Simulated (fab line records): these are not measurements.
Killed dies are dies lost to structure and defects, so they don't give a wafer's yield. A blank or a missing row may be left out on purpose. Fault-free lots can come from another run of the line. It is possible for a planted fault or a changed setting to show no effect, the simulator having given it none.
Which tool did it?    flow berkeley_cmos170    33 wafers from 11 lots sampled at 6 of the route's 331 steps

## WHAT EACH GAUGE READ, for each wafer
UCB170_GATE_THK_MEAS_05. Usual: GATE_POLY_THK gives 215.1 nm (standard deviation 2.1).
lot   measured      on             GATE_POLY_THK (nm)  flag
L749  day 7 06:20   film_metro-04  213.1 213.6 212.4   
L752  day 7 15:16   film_metro-04  216.3 215.5 215.7   
L757  day 8 20:32   film_metro-04  215.1 216.1 214.7   
L758  day 8 20:32   film_metro-03  213.2 213.2 213.2   
L760  day 9 06:40   film_metro-04  215.7 215.5 215.1   
L761  day 9 06:41   film_metro-03  216.2 216.4 216.7   
L762  day 9 22:08   film_metro-03  213.7 211.4 212.4   
L765  day 10 08:36  film_metro-01  215.9 213.8 214.2   
L764  day 10 08:37  film_metro-03  217.7 218.3 217.0   
L766  day 10 08:41  film_metro-01  218.6 216.8 217.8   
L767  day 10 17:37  film_metro-01  217.4 217.1 214.7   

UCB170_PLDD_TW_MEAS_11. Usual: PLDD_TW gives 1019 (standard deviation 8.9).
lot   measured      on             PLDD_TW         flag
L749  day 7 11:28   film_metro-02  1120 1114 1117  OFF
L752  day 7 19:30   film_metro-02  1118 1119 1117  OFF
L757  day 9 01:04   film_metro-02  1024 1027 1032  
L758  day 9 01:19   film_metro-04  1021 1017 1023  
L760  day 9 09:47   film_metro-02  1034 1031 1032  
L761  day 9 10:20   film_metro-02  1025 1032 1021  
L762  day 10 01:17  film_metro-02  1031 1023 1023  
L765  day 10 12:47  film_metro-02  1021 1026 1022  
L764  day 10 12:08  film_metro-01  1016 1009 1016  
L766  day 10 13:09  film_metro-01  1015 1015 1017  
L767  day 10 22:16  film_metro-02  1026 1021 1021  

UCB170_PSD_TW_MEAS_10. Usual: PSD_TW gives 2351 (standard deviation 20).
lot   measured      on             PSD_TW          flag
L749  day 7 20:43   film_metro-01  2313 2333 2328  
L752  day 8 02:37   film_metro-04  2362 2363 2369  
L757  day 9 11:33   film_metro-04  2351 2340 2349  
L758  day 9 11:14   film_metro-01  2333 2325 2328  
L760  day 9 18:42   film_metro-01  2329 2329 2336  
L761  day 9 18:50   film_metro-02  2355 2368 2371  
L762  day 10 09:00  film_metro-02  2356 2353 2347  
L765  day 10 20:30  film_metro-02  2355 2350 2350  
L764  day 10 20:45  film_metro-04  2351 2349 2353  
L766  day 10 20:53  film_metro-02  2359 2354 2362  
L767  day 11 06:14  film_metro-01  2336 2333 2330  

UCB170_NSD_CD_MEAS_06 targets a cd of 1200 nm. Usual: cd_nm at 1199.8 nm, with a standard deviation of 1.7.
lot   measured      on         cd_nm (nm)            flag
L749  day 7 22:07   cd_sem-02  1198.7 1199.6 1198.0  
L752  day 8 04:10   cd_sem-02  1196.6 1196.5 1196.7  
L757  day 9 12:52   cd_sem-01  1199.5 1199.0 1199.1  
L758  day 9 12:37   cd_sem-02  1200.2 1200.1 1200.5  
L760  day 9 21:06   cd_sem-02  1196.3 1197.0 1197.2  
L761  day 9 21:14   cd_sem-01  1199.3 1197.7 1198.9  
L762  day 10 10:43  cd_sem-01  1203.1 1204.2 1203.5  
L765  day 10 22:17  cd_sem-02  1198.3 1199.4 1198.8  
L764  day 10 22:28  cd_sem-01  1203.0 1201.3 1201.0  
L766  day 10 22:46  cd_sem-02  1200.4 1199.8 1200.9  
L767  day 11 07:35  cd_sem-01  1199.7 1199.0 1199.8  

UCB170_SDANNEAL_RS_MEAS_04: uses a four-point probe to measure. Usual: PLDD_RS gives 1033.8 ohm/sq (standard deviation 2.9).
lot   measured      on             PLDD_RS (ohm/sq)      flag
L749  day 7 23:50   film_metro-02  840.3 841.6 840.6     OFF
L752  day 8 06:29   film_metro-01  843.5 843.2 842.5     OFF
L757  day 9 14:49   film_metro-01  1040.0 1039.5 1037.6  
L758  day 9 14:47   film_metro-02  1032.9 1032.7 1028.8  
L760  day 9 22:50   film_metro-01  1031.2 1035.0 1033.5  
L761  day 9 23:15   film_metro-02  1034.9 1034.7 1032.5  
L762  day 10 14:40  film_metro-04  1031.4 1032.7 1031.1  
L765  day 11 00:32  film_metro-04  1030.8 1034.2 1030.7  
L764  day 11 01:01  film_metro-01  1036.5 1035.9 1034.8  
L766  day 11 01:08  film_metro-04  1031.5 1034.5 1032.3  
L767  day 11 09:22  film_metro-01  1033.5 1035.9 1036.4  

## TOOL THAT RAN EACH LOT (tool first, then ch and the chambers of the sampled wafers, then the start)
lot   UCB170_PLDD_IMPLANT_08
L749  implanter-03 ch 0, day 7 11:04
L752  implanter-03 ch 0, day 7 19:07
L757  implanter-01 ch 0, day 9 00:40
L758  implanter-02 ch 0, day 9 00:55
L760  implanter-01 ch 0, day 9 09:23
L761  implanter-02 ch 0, day 9 09:57
L762  implanter-01 ch 0, day 10 00:56
L765  implanter-01 ch 0, day 10 12:24
L764  implanter-02 ch 0, day 10 11:46
L766  implanter-02 ch 0, day 10 12:47
L767  implanter-03 ch 0, day 10 21:52
- UCB170_PLDD_IMPLANT_08

## WHAT THE TOOLS THEMSELVES READ (means of the sampled wafers that have a number; where no wafer has one, the mark that the record gives instead)
UCB170_PLDD_IMPLANT_08. Usual: beam_on_s 10.01 s, standard deviation 0.2; dose_ions_cm2 5.001e+13, standard deviation 4.9e+10; faraday_current_uA 158, standard deviation 3.1.
lot   tool          beam_on_s (s)  dose_ions_cm2  faraday_current_uA  flag
L749  implanter-03  14.54          7.999e+13      175                 OFF
L752  implanter-03  14.90          7.994e+13      170                 OFF
L757  implanter-01  10.05          5.001e+13      158                 
L758  implanter-02  9.93           5.010e+13      160                 
L760  implanter-01  9.94           4.995e+13      160                 
L761  implanter-02  9.87           5.005e+13      160                 
L762  implanter-01  10.03          5.003e+13      158                 
L765  implanter-01  10.17          4.995e+13      156                 
L764  implanter-02  9.93           4.999e+13      159                 
L766  implanter-02  9.97           5.003e+13      159                 
L767  implanter-03  9.69           5.001e+13      164                 

## THE ANSWER, worked out from the rows above alone
Rule: a lot counts as off when the mean over its wafers that have a number is more than 3 standard deviations away from the usual mean. Also off: a lot with no number at a reading for which 4 or more lots have one. All remaining lots with rows at the step are treated as sound. Order of review: gauges by route order, followed by the tools' own readings, for which a lot's mean as printed above is used. At the first step where some lot is off, the reading lying furthest off is the one used; lots without a number count as furthest.
Off: L749, L752, at UCB170_PLDD_TW_MEAS_11 (PLDD_TW).
A tool fits if, at a process step before that reading, it ran every lot that is off, and no sound lot after the first of them. The gauges at UCB170_PLDD_TW_MEAS_11 aren't tried: what is off there is off at UCB170_PLDD_IMPLANT_08 too, on other tools, and a gauge's error can't cause that. No candidate that was tried fits.

## WHAT THE SIMULATOR PUT IN
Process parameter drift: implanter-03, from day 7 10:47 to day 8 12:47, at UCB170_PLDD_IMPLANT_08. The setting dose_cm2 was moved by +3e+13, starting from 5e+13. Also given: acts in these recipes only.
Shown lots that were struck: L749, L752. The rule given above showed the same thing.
